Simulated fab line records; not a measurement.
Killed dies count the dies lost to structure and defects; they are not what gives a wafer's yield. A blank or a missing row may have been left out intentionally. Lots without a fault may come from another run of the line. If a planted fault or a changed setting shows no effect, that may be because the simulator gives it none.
The same fault as seen by 2 desks :: flow berkeley-cmos170 :: what lay behind the numbers comes last; until then each desk has only its own

THE METROLOGY DESK
What the gauges read, lot by lot, whatever tool the lot ran on: means of the sampled wafers that have a number. The brackets show how far a lot's mean lies from the usual mean; more than 4 standard deviations puts the lot out of limits, marked OUT.
Columns: A = V1_POLISHED_THK at UCB170_V1_THK_MEAS_04, usual 999.9 nm; B = V1_OVL at UCB170_V1_OVL_MEAS_13, usual 1 nm
lot: L946
first seen here: day 7 12:05
A: 999.9
B: 2

lot: L945
first seen here: day 7 12:23
A: 1000.8
B: -6

lot: L949
first seen here: day 8 03:58
A: 1001.5
B: 4

lot: L950
first seen here: day 8 03:59
A: 1000.8
B: 9

lot: L948
first seen here: day 8 14:37
A: 999.3
B: 8

lot: L953
first seen here: day 8 23:41
A: 1000.9
B: -0

lot: L955
first seen here: day 9 14:49
A: 999.4
B: 0

lot: L954
first seen here: day 9 16:10
A: 998.0
B: 1

lot: L956
first seen here: day 9 21:46
A: 1000.2
B: -8

lot: L957
first seen here: day 9 21:46
A: 1001.7
B: 3

lot: L959
first seen here: day 10 09:11
A: 1002.3
B: 2

lot: L958
first seen here: day 10 09:13
A: 999.7
B: 5

lot: L963
first seen here: day 11 03:41
A: 1000.1
B: 3

lot: L968
first seen here: day 12 06:31
A: 1000.2
B: 4
Finding of this desk: none of the 14 lots has anything out of limits.

AT THE TOOL OWNER'S DESK: rie-diel-01
The tool's own readings at UCB170_V2_ETCH_14 (etches SiO2 in CHF3/CF4/Ar, stops on Al, target depth 1250 nm, time 291 s): means of the sampled wafers that have a number, for each lot that ran on this tool. The brackets show how far a lot's mean lies from the usual mean; more than 4 standard deviations puts the lot out of limits, marked OUT.
Columns: A = cf4-flow-sccm at UCB170_V2_ETCH_14, usual 15.00 sccm; B = drypump-motor-current-A at UCB170_V2_ETCH_14, usual 5.84 A; C = oes-product-au at UCB170_V2_ETCH_14, usual 0.879 a.u.; D = throttle-valve-pct at UCB170_V2_ETCH_14, usual 6.92 %
lot: L953
first seen here: day 9 07:21
A: 15.03
B: 5.66
C: 0.871
D: 6.91

lot: L954
first seen here: day 9 23:26
A: 15.00
B: 5.81
C: 0.876
D: 6.91

lot: L957
first seen here: day 10 08:07
A: 14.99
B: 5.79
C: 0.878
D: 6.89

lot: L959
first seen here: day 10 17:35
A: 15.01
B: 5.93
C: 0.891
D: 6.92

lot: L958
first seen here: day 10 18:18
A: 14.93
B: 5.84
C: 0.869
D: 6.94

lot: L963
first seen here: day 11 14:49
A: 14.96
B: 5.68
C: 0.860
D: 6.92
Finding of this desk: none of the 6 lots has anything out of limits.

PUT TOGETHER
Nothing out of limits was seen by the metrology desk.
Nothing out of limits was seen by the tool owner's desk.

WHAT THE SIMULATOR HAD PUT IN
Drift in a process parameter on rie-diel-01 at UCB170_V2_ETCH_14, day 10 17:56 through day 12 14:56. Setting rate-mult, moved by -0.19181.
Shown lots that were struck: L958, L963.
